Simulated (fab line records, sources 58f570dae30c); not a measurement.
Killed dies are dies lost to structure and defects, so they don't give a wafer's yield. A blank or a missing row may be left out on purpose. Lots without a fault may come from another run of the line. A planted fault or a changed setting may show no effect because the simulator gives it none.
Which tool did it? | flow berkeley_cmos170 | 14 lots, 42 wafers sampled, at 1 step of a route of 331

WHAT THE GAUGES READ, wafer by wafer
The record holds no reading of a measuring or inspecting step that can be judged against a usual standard deviation.

WHICH TOOL RAN EACH LOT (tool, then ch and the chambers of the sampled wafers, then the start)
lot  | UCB170_START_CLEAN_01
L115 | wet_bench-02 ch 3, day 1 10:07
L116 | wet_bench-03 ch 0, day 1 15:16
L117 | wet_bench-03 ch 2, day 1 20:07
L118 | wet_bench-03 ch 1, day 2 01:07
L120 | wet_bench-03 ch 2, day 2 11:21
L127 | wet_bench-02 ch 1, day 3 22:07
L128 | wet_bench-03 ch 3, day 4 03:07
L129 | wet_bench-03 ch 3, day 4 08:07
L131 | wet_bench-03 ch 0, day 4 18:08
L133 | wet_bench-03 ch 2, day 5 04:12
L134 | wet_bench-03 ch 0, day 5 09:16
L136 | wet_bench-03 ch 2, day 5 19:14
L137 | wet_bench-03 ch 2, day 6 00:07
L138 | wet_bench-02 ch 1, day 6 05:19
- UCB170_START_CLEAN_01: cleans in dHF, time 60 s.

WHAT THE TOOLS THEMSELVES READ (means of the sampled wafers that have a number; where no wafer has one, the mark that the record gives instead)
UCB170_START_CLEAN_01. Usual: run_length_s 87.4 s, standard deviation 2.6.
lot  | tool         | run_length_s (s) | flag
L115 | wet_bench-02 | 92.8             |
L116 | wet_bench-03 | 92.3             |
L117 | wet_bench-03 | 91.6             |
L118 | wet_bench-03 | 86.9             |
L120 | wet_bench-03 | 84.7             |
L127 | wet_bench-02 | -                | OFF
L128 | wet_bench-03 | -                | OFF
L129 | wet_bench-03 | 86.8             |
L131 | wet_bench-03 | 91.8             |
L133 | wet_bench-03 | 86.1             |
L134 | wet_bench-03 | 85.6             |
L136 | wet_bench-03 | 85.2             |
L137 | wet_bench-03 | 86.1             |
L138 | wet_bench-02 | 87.4             |

THE ANSWER, worked out from the rows above alone
Rule: a lot is off if the mean of its wafers that have a number lies more than 3 standard deviations from the usual mean. A lot without any number at a reading at which 4 lots or more have one is off too. The other lots that the step has rows for count as sound. The gauges are gone through in route order, then the tools' own readings, and for those a lot's mean is taken as printed above. The first step at which some lot is off is used, and at that step the reading that is off furthest; a lot without a number counts as furthest.
Off: L127, L128, at UCB170_START_CLEAN_01 (run_length_s). Without a number there: L127, L128.
A tool fits if, at that step or a process step before it, it ran every lot that is off, and no sound lot after the first of them. None of those tried fits.

WHAT THE SIMULATOR HAD PUT IN
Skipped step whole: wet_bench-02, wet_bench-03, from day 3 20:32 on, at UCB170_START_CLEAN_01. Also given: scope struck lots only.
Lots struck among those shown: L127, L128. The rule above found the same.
